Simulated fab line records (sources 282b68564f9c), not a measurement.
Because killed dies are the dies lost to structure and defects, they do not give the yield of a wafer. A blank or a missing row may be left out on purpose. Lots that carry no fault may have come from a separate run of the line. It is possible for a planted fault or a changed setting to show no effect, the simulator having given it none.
fab line records / flow ritCmos
record lots=15 wafers=45 lastDay=7
route steps=202 shown M1@192
lots with no fault: from the same line, run without faults
startH: hours from the record's first day to the start of the lot's first wafer shown / waitH: hours from the lot's prior step to this one / " the same as in the row above / L1.1+2: a row that stands for several wafers / - value missing, or start not given / * or withheld: withheld / < > ~ a bound
route shown NAME@n: NAME is a module with steps in the file, n the number in the route of the first one / usual: mean and standard deviation over wafers with no fault / same: alike in all rows / chamber/n: place in a boat / sites: readings site by site / _std_site: the values' standard deviation / _edge_site: outer sites' mean less inner sites' / radiusMm: for every site, how far away it sits from the centre of the wafer / mask NAME#n: copy n / behind: the most recent tool/chamber to have shaped the wafer / hold: reason for holding the lot/hours on hold/outcome of the hold / device: the transistor (n, p or np) that didn't switch / end of line: the same wafers' tests at the end of the route / for a step that has no rows: nothing shown but its recipe / killed: not the wafer's yield, but the dies lost to structure and defects at the first sort / map: dies across one wafer; x = killed, . = not, _ = none there
set.NAME: the setting as run; set.NAME@STEP: as run at that earlier step / model.NAME: the simulator's own value behind a step, which no gauge read
steps of the route over a sample of lots; a table a step, a row a wafer
## steps
# step RIT_M1_DEVELOP_08
# recipe resist=NOVOLAK developTimeS=68 devTempC=23
lot.wafer=L590.3+4+5 tool=lithoTrack-02 chamber=0 startH=54 waitH=-
lot.wafer=L591.1+3+4 tool=lithoTrack-01 chamber=0 startH=60 waitH=-
lot.wafer=L593.2+3+5 tool=lithoTrack-03 chamber=0 startH=72 waitH=-
lot.wafer=L594.1+2+6 tool=lithoTrack-02 chamber=0 startH=74 waitH=-
lot.wafer=L595.1+3+6 tool=lithoTrack-02 chamber=0 startH=80 waitH=-
lot.wafer=L596.2+5+6 tool=lithoTrack-02 chamber=0 startH=87 waitH=-
lot.wafer=L597.1+5+6 tool=lithoTrack-01 chamber=0 startH=94 waitH=-
lot.wafer=L598.3+4+6 tool=lithoTrack-02 chamber=0 startH=95 waitH=-
lot.wafer=L600.1+4+6 tool=lithoTrack-03 chamber=0 startH=106 waitH=-
lot.wafer=L602.2+3+6 tool=lithoTrack-03 chamber=0 startH=113 waitH=-
lot.wafer=L603.2+3+5 tool=lithoTrack-01 chamber=0 startH=118 waitH=-
lot.wafer=L604.3+4+5 tool=lithoTrack-03 chamber=0 startH=123 waitH=-
lot.wafer=L605.1+2+3 tool=lithoTrack-03 chamber=0 startH=130 waitH=-
lot.wafer=L611.4+5+6 tool=lithoTrack-02 chamber=0 startH=159 waitH=-
lot.wafer=L613.2+4+5 tool=lithoTrack-01 chamber=0 startH=168 waitH=-
# step RIT_M1_CD_MEAS_09
# recipe targetCdNm=2600
# usual cdNm=2600.3/2
lot.wafer=L590.3 tool=cdSem-02 chamber=- startH=55.03 waitH=- cdNm=2602.3
lot.wafer=L590.4 tool=cdSem-02 chamber=- startH=55.03 waitH=- cdNm=2606.4
lot.wafer=L590.5 tool=cdSem-02 chamber=- startH=55.03 waitH=- cdNm=2603.0
lot.wafer=L591.1 tool=cdSem-02 chamber=- startH=60.65 waitH=- cdNm=2601.9
lot.wafer=L591.3 tool=cdSem-02 chamber=- startH=60.65 waitH=- cdNm=2600.9
lot.wafer=L591.4 tool=cdSem-02 chamber=- startH=60.65 waitH=- cdNm=2599.1
lot.wafer=L593.2 tool=cdSem-01 chamber=- startH=72.85 waitH=- cdNm=2598.3
lot.wafer=L593.3 tool=cdSem-01 chamber=- startH=72.85 waitH=- cdNm=2599.8
lot.wafer=L593.5 tool=cdSem-01 chamber=- startH=72.85 waitH=- cdNm=2598.4
lot.wafer=L594.1 tool=cdSem-01 chamber=- startH=75.00 waitH=- cdNm=2600.6
lot.wafer=L594.2 tool=cdSem-01 chamber=- startH=75.00 waitH=- cdNm=2599.8
lot.wafer=L594.6 tool=cdSem-01 chamber=- startH=75.00 waitH=- cdNm=2597.7
lot.wafer=L595.1 tool=cdSem-02 chamber=- startH=80.25 waitH=- cdNm=2598.6
lot.wafer=L595.3 tool=cdSem-02 chamber=- startH=80.25 waitH=- cdNm=2599.4
lot.wafer=L595.6 tool=cdSem-02 chamber=- startH=80.25 waitH=- cdNm=2599.2
lot.wafer=L596.2 tool=cdSem-02 chamber=- startH=87.69 waitH=- cdNm=2599.4
lot.wafer=L596.5 tool=cdSem-02 chamber=- startH=87.69 waitH=- cdNm=2598.6
lot.wafer=L596.6 tool=cdSem-02 chamber=- startH=87.69 waitH=- cdNm=2599.3
lot.wafer=L597.1 tool=cdSem-02 chamber=- startH=94.91 waitH=- cdNm=2598.0
lot.wafer=L597.5 tool=cdSem-02 chamber=- startH=94.91 waitH=- cdNm=2601.7
lot.wafer=L597.6 tool=cdSem-02 chamber=- startH=94.91 waitH=- cdNm=2598.1
lot.wafer=L598.3 tool=cdSem-02 chamber=- startH=95.22 waitH=- cdNm=2600.8
lot.wafer=L598.4 tool=cdSem-02 chamber=- startH=95.22 waitH=- cdNm=2601.6
lot.wafer=L598.6 tool=cdSem-02 chamber=- startH=95.22 waitH=- cdNm=2600.4
lot.wafer=L600.1 tool=cdSem-01 chamber=- startH=106.87 waitH=- cdNm=2602.7
lot.wafer=L600.4 tool=cdSem-01 chamber=- startH=106.87 waitH=- cdNm=2603.0
lot.wafer=L600.6 tool=cdSem-01 chamber=- startH=106.87 waitH=- cdNm=2604.3
lot.wafer=L602.2 tool=cdSem-02 chamber=- startH=114.05 waitH=- cdNm=2756.2
lot.wafer=L602.3 tool=cdSem-02 chamber=- startH=114.05 waitH=- cdNm=2753.8
lot.wafer=L602.6 tool=cdSem-02 chamber=- startH=114.05 waitH=- cdNm=2755.8
lot.wafer=L603.2 tool=cdSem-01 chamber=- startH=119.15 waitH=- cdNm=2602.0
lot.wafer=L603.3 tool=cdSem-01 chamber=- startH=119.15 waitH=- cdNm=2600.9
lot.wafer=L603.5 tool=cdSem-01 chamber=- startH=119.15 waitH=- cdNm=2602.6
lot.wafer=L604.3 tool=cdSem-01 chamber=- startH=123.51 waitH=- cdNm=2730.0
lot.wafer=L604.4 tool=cdSem-01 chamber=- startH=123.51 waitH=- cdNm=2730.9
lot.wafer=L604.5 tool=cdSem-01 chamber=- startH=123.51 waitH=- cdNm=2732.3
lot.wafer=L605.1 tool=cdSem-01 chamber=- startH=131.15 waitH=- cdNm=2731.4
lot.wafer=L605.2 tool=cdSem-01 chamber=- startH=131.15 waitH=- cdNm=2726.3
lot.wafer=L605.3 tool=cdSem-01 chamber=- startH=131.15 waitH=- cdNm=2728.7
lot.wafer=L611.4 tool=cdSem-02 chamber=- startH=159.56 waitH=- cdNm=2599.9
lot.wafer=L611.5 tool=cdSem-02 chamber=- startH=159.56 waitH=- cdNm=2596.5
lot.wafer=L611.6 tool=cdSem-02 chamber=- startH=159.56 waitH=- cdNm=2596.4
lot.wafer=L613.2 tool=cdSem-02 chamber=- startH=168.75 waitH=- cdNm=2600.2
lot.wafer=L613.4 tool=cdSem-02 chamber=- startH=168.75 waitH=- cdNm=2601.4
lot.wafer=L613.5 tool=cdSem-02 chamber=- startH=168.75 waitH=- cdNm=2604.4
# step RIT_M1_PROBE_99
# usual defectLimitedYield=97.5/1.1 killedAtContacts=0.1/0.28 killedAtFrontEnd=6.5/3 killedDies=7/3 killedOpen=3.2/2 killedShort=3.2/1.9 sort_bin_3_pad_short=0.1/0.2 sort_bin_5_function=1.4/0.81 sort_bin_6_memory=1.0/0.67 sortNPass=257/3 sortYieldPct=97.5/1.1
# same grossDies=264 killed_at_M0_to_M3=0 killed_at_M4_up=0 killedAtBackSide=0 killedAtOther=0
lot.wafer=L590.3 tool=prober-01 chamber=- startH=58.92 waitH=0.2 defectLimitedYield[%]=95.8 killedAtContacts=0 killedAtFrontEnd=11 killedDies=11 killedOpen=5 killedShort=6 sort_bin_3_pad_short[%]=0.8 sort_bin_5_function[%]=3.0 sort_bin_6_memory[%]=0.4 sortNPass=253 sortYieldPct[%]=95.8
lot.wafer=L590.4 tool=prober-01 chamber=- startH=58.97 waitH=0.2 defectLimitedYield[%]=97.3 killedAtContacts=0 killedAtFrontEnd=7 killedDies=7 killedOpen=4 killedShort=3 sort_bin_3_pad_short[%]=0 sort_bin_5_function[%]=0.8 sort_bin_6_memory[%]=1.9 sortNPass=257 sortYieldPct[%]=97.3
lot.wafer=L590.5 tool=prober-01 chamber=- startH=59.02 waitH=0.2 defectLimitedYield[%]=96.6 killedAtContacts=0 killedAtFrontEnd=9 killedDies=9 killedOpen=3 killedShort=6 sort_bin_3_pad_short[%]=0.4 sort_bin_5_function[%]=1.5 sort_bin_6_memory[%]=1.5 sortNPass=255 sortYieldPct[%]=96.6
lot.wafer=L594.1 tool=prober-01 chamber=- startH=77.66 waitH=0.1 defectLimitedYield[%]=98.1 killedAtContacts=0 killedAtFrontEnd=5 killedDies=5 killedOpen=4 killedShort=1 sort_bin_3_pad_short[%]=0 sort_bin_5_function[%]=1.1 sort_bin_6_memory[%]=0.8 sortNPass=259 sortYieldPct[%]=98.1
lot.wafer=L594.2 tool=prober-01 chamber=- startH=77.71 waitH=0.1 defectLimitedYield[%]=96.2 killedAtContacts=0 killedAtFrontEnd=10 killedDies=10 killedOpen=7 killedShort=3 sort_bin_3_pad_short[%]=0 sort_bin_5_function[%]=1.9 sort_bin_6_memory[%]=1.9 sortNPass=254 sortYieldPct[%]=96.2
lot.wafer=L594.6 tool=prober-01 chamber=- startH=77.91 waitH=0.2 defectLimitedYield[%]=95.8 killedAtContacts=1 killedAtFrontEnd=10 killedDies=11 killedOpen=4 killedShort=7 sort_bin_3_pad_short[%]=0 sort_bin_5_function[%]=2.7 sort_bin_6_memory[%]=1.5 sortNPass=253 sortYieldPct[%]=95.8
lot.wafer=L595.1 tool=prober-02 chamber=- startH=82.91 waitH=0.1 defectLimitedYield[%]=97.3 killedAtContacts=0 killedAtFrontEnd=7 killedDies=7 killedOpen=3 killedShort=4 sort_bin_3_pad_short[%]=0 sort_bin_5_function[%]=2.3 sort_bin_6_memory[%]=0.4 sortNPass=257 sortYieldPct[%]=97.3
lot.wafer=L595.3 tool=prober-02 chamber=- startH=83.01 waitH=0.2 defectLimitedYield[%]=98.1 killedAtContacts=0 killedAtFrontEnd=5 killedDies=5 killedOpen=2 killedShort=3 sort_bin_3_pad_short[%]=0 sort_bin_5_function[%]=1.5 sort_bin_6_memory[%]=0.4 sortNPass=259 sortYieldPct[%]=98.1
lot.wafer=L595.6 tool=prober-02 chamber=- startH=83.16 waitH=0.2 defectLimitedYield[%]=98.9 killedAtContacts=0 killedAtFrontEnd=3 killedDies=3 killedOpen=2 killedShort=1 sort_bin_3_pad_short[%]=0.4 sort_bin_5_function[%]=0.8 sort_bin_6_memory[%]=0 sortNPass=261 sortYieldPct[%]=98.9
lot.wafer=L604.3 tool=prober-01 chamber=- startH=126.23 waitH=0.2 defectLimitedYield[%]=98.1 killedAtContacts=0 killedAtFrontEnd=5 killedDies=5 killedOpen=3 killedShort=2 sort_bin_3_pad_short[%]=0 sort_bin_5_function[%]=1.1 sort_bin_6_memory[%]=0.8 sortNPass=259 sortYieldPct[%]=98.1
lot.wafer=L604.4 tool=prober-01 chamber=- startH=126.28 waitH=0.2 defectLimitedYield[%]=95.8 killedAtContacts=0 killedAtFrontEnd=11 killedDies=11 killedOpen=3 killedShort=8 sort_bin_3_pad_short[%]=0 sort_bin_5_function[%]=3.4 sort_bin_6_memory[%]=0.8 sortNPass=253 sortYieldPct[%]=95.8
lot.wafer=L604.5 tool=prober-01 chamber=- startH=126.33 waitH=0.2 defectLimitedYield[%]=97.3 killedAtContacts=1 killedAtFrontEnd=6 killedDies=7 killedOpen=3 killedShort=4 sort_bin_3_pad_short[%]=0 sort_bin_5_function[%]=2.3 sort_bin_6_memory[%]=0.4 sortNPass=257 sortYieldPct[%]=97.3
lot.wafer=L605.1 tool=prober-02 chamber=- startH=133.92 waitH=0.1 defectLimitedYield[%]=98.1 killedAtContacts=0 killedAtFrontEnd=5 killedDies=5 killedOpen=1 killedShort=2 sort_bin_3_pad_short[%]=0 sort_bin_5_function[%]=0.8 sort_bin_6_memory[%]=1.1 sortNPass=259 sortYieldPct[%]=98.1
lot.wafer=L605.2 tool=prober-02 chamber=- startH=133.97 waitH=0.1 defectLimitedYield[%]=99.2 killedAtContacts=0 killedAtFrontEnd=2 killedDies=2 killedOpen=2 killedShort=0 sort_bin_3_pad_short[%]=0 sort_bin_5_function[%]=0.4 sort_bin_6_memory[%]=0.4 sortNPass=262 sortYieldPct[%]=99.2
lot.wafer=L605.3 tool=prober-02 chamber=- startH=134.02 waitH=0.2 defectLimitedYield[%]=96.6 killedAtContacts=0 killedAtFrontEnd=9 killedDies=9 killedOpen=6 killedShort=2 sort_bin_3_pad_short[%]=0 sort_bin_5_function[%]=2.7 sort_bin_6_memory[%]=0.8 sortNPass=255 sortYieldPct[%]=96.6
lot.wafer=L611.4 tool=prober-02 chamber=- startH=162.78 waitH=0.2 defectLimitedYield[%]=97.7 killedAtContacts=0 killedAtFrontEnd=6 killedDies=6 killedOpen=2 killedShort=4 sort_bin_3_pad_short[%]=0 sort_bin_5_function[%]=1.9 sort_bin_6_memory[%]=0.4 sortNPass=258 sortYieldPct[%]=97.7
lot.wafer=L611.5 tool=prober-02 chamber=- startH=162.83 waitH=0.2 defectLimitedYield[%]=97.3 killedAtContacts=0 killedAtFrontEnd=7 killedDies=7 killedOpen=2 killedShort=5 sort_bin_3_pad_short[%]=0 sort_bin_5_function[%]=1.5 sort_bin_6_memory[%]=1.1 sortNPass=257 sortYieldPct[%]=97.3
lot.wafer=L611.6 tool=prober-02 chamber=- startH=162.88 waitH=0.2 defectLimitedYield[%]=98.1 killedAtContacts=0 killedAtFrontEnd=5 killedDies=5 killedOpen=3 killedShort=2 sort_bin_3_pad_short[%]=0 sort_bin_5_function[%]=1.5 sort_bin_6_memory[%]=0.4 sortNPass=259 sortYieldPct[%]=98.1
lot.wafer=L613.2 tool=prober-02 chamber=- startH=171.46 waitH=0.1 defectLimitedYield[%]=98.5 killedAtContacts=0 killedAtFrontEnd=4 killedDies=4 killedOpen=2 killedShort=2 sort_bin_3_pad_short[%]=0 sort_bin_5_function[%]=0.4 sort_bin_6_memory[%]=1.1 sortNPass=260 sortYieldPct[%]=98.5
lot.wafer=L613.4 tool=prober-02 chamber=- startH=171.56 waitH=0.2 defectLimitedYield[%]=97.0 killedAtContacts=0 killedAtFrontEnd=8 killedDies=8 killedOpen=4 killedShort=4 sort_bin_3_pad_short[%]=0 sort_bin_5_function[%]=1.1 sort_bin_6_memory[%]=1.9 sortNPass=256 sortYieldPct[%]=97.0
lot.wafer=L613.5 tool=prober-02 chamber=- startH=171.61 waitH=0.2 defectLimitedYield[%]=98.5 killedAtContacts=0 killedAtFrontEnd=4 killedDies=4 killedOpen=1 killedShort=3 sort_bin_3_pad_short[%]=0.4 sort_bin_5_function[%]=1.1 sort_bin_6_memory[%]=0 sortNPass=260 sortYieldPct[%]=98.5
# killed by level:class
L590.3 GATE:geometricParticle:open=5 GATE:geometricParticle:short=3 REOX:geometricParticle:short=1 SPACER:geometricParticle:short=1 SILICIDE:geometricParticle:short=1
L590.4 REOX:geometricParticle:open=2 FOX2:geometricParticle:open=1 GATE:geometricParticle:open=1 GATE:geometricParticle:short=1 SPACER:geometricParticle:short=1 SILICIDE:geometricParticle:short=1
L590.5 GATE:geometricParticle:short=6 GATE:geometricParticle:open=2 FOX1:geometricParticle:open=1
L594.1 SILICIDE:geometricParticle:open=2 FOX1:geometricParticle:open=1 GATE:geometricParticle:open=1 GATE:geometricParticle:short=1
L594.2 GATE:geometricParticle:open=3 FOX1:geometricParticle:open=2 GATE:geometricParticle:short=2 REOX:geometricParticle:open=1 REOX:geometricParticle:short=1 SILICIDE:geometricParticle:open=1
L594.6 GATE:geometricParticle:short=5 GATE:geometricParticle:open=2 FOX2:geometricParticle:open=1 REOX:geometricParticle:short=1 REOX:geometricParticle:open=1 CONTACT:geometricParticle:short=1
L595.1 GATE:geometricParticle:short=2 FOX1:geometricParticle:open=1 REOX:geometricParticle:short=1 REOX:geometricParticle:open=1 SPACER:geometricParticle:open=1 SPACER:geometricParticle:short=1
L595.3 GATE:geometricParticle:short=2 FOX2:geometricParticle:open=1 GATE:geometricParticle:open=1 SILICIDE:geometricParticle:short=1
L595.6 GATE:geometricParticle:open=1 GATE:geometricParticle:short=1 SILICIDE:geometricParticle:open=1
L604.3 FOX2:geometricParticle:open=1 GATE:geometricParticle:open=1 GATE:geometricParticle:short=1 REOX:geometricParticle:short=1 SPACER:geometricParticle:open=1
L604.4 REOX:geometricParticle:short=4 GATE:geometricParticle:short=2 FOX1:geometricParticle:short=1 FOX1:geometricParticle:open=1 GATE:geometricParticle:open=1 REOX:geometricParticle:open=1 SPACER:geometricParticle:short=1
L604.5 FOX2:geometricParticle:open=1 GATE:geometricParticle:short=1 REOX:geometricParticle:open=1 SPACER:geometricParticle:short=1 SILICIDE:geometricParticle:open=1 SILICIDE:geometricParticle:short=1 CONTACT:geometricParticle:short=1
L605.1 NSD:coatMicrobubblePrinted=2 GATE:geometricParticle:short=1 GATE:geometricParticle:open=1 SILICIDE:geometricParticle:short=1
L605.2 GATE:geometricParticle:open=2
L605.3 GATE:geometricParticle:open=4 SILICIDE:geometricParticle:open=2 GATE:geometricParticle:short=1 SPACER:geometricParticle:short=1 NSD:coatMicrobubblePrinted=1
L611.4 SPACER:geometricParticle:short=2 FOX2:geometricParticle:open=1 GATE:geometricParticle:short=1 GATE:geometricParticle:open=1 REOX:geometricParticle:short=1
L611.5 GATE:geometricParticle:short=2 FOX1:geometricParticle:short=1 GATE:geometricParticle:open=1 REOX:geometricParticle:short=1 REOX:geometricParticle:open=1 SPACER:geometricParticle:short=1
L611.6 GATE:geometricParticle:open=3 GATE:geometricParticle:short=1 REOX:geometricParticle:short=1
L613.2 GATE:geometricParticle:short=2 GATE:geometricParticle:open=1 SILICIDE:geometricParticle:open=1
L613.4 GATE:geometricParticle:open=2 FOX1:geometricParticle:open=1 FOX1:geometricParticle:short=1 GATE:geometricParticle:short=1 REOX:geometricParticle:short=1 SPACER:geometricParticle:open=1 SPACER:geometricParticle:short=1
L613.5 FOX1:geometricParticle:short=1 SILICIDE:geometricParticle:short=1 FOX1:geometricParticle:open=1 SPACER:geometricParticle:short=1
## key
firstSign step=RIT_M1_CD_MEAS_09 reading=cdNm direction=up sigmas=69 usual=2600.3 struck=2738.4 through=controlLoop
effect none on later readings
metAt RIT_M1_DEVELOP_08
struckLots L602,L604,L605
loopTrim step=RIT_M1_EXPOSE_06 setting=dose lots=L604,L605
onsetBetween 106 113
fault kind=processParameterDrift tool=lithoTrack-03 chamber=- onsetH=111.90 steps=RIT_M1_DEVELOP_08 channel=developTimeS offset=* shape=step endH=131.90 actsIn=* stated=*
# loopTrim: a control loop set the setting to another value than it would have without faults
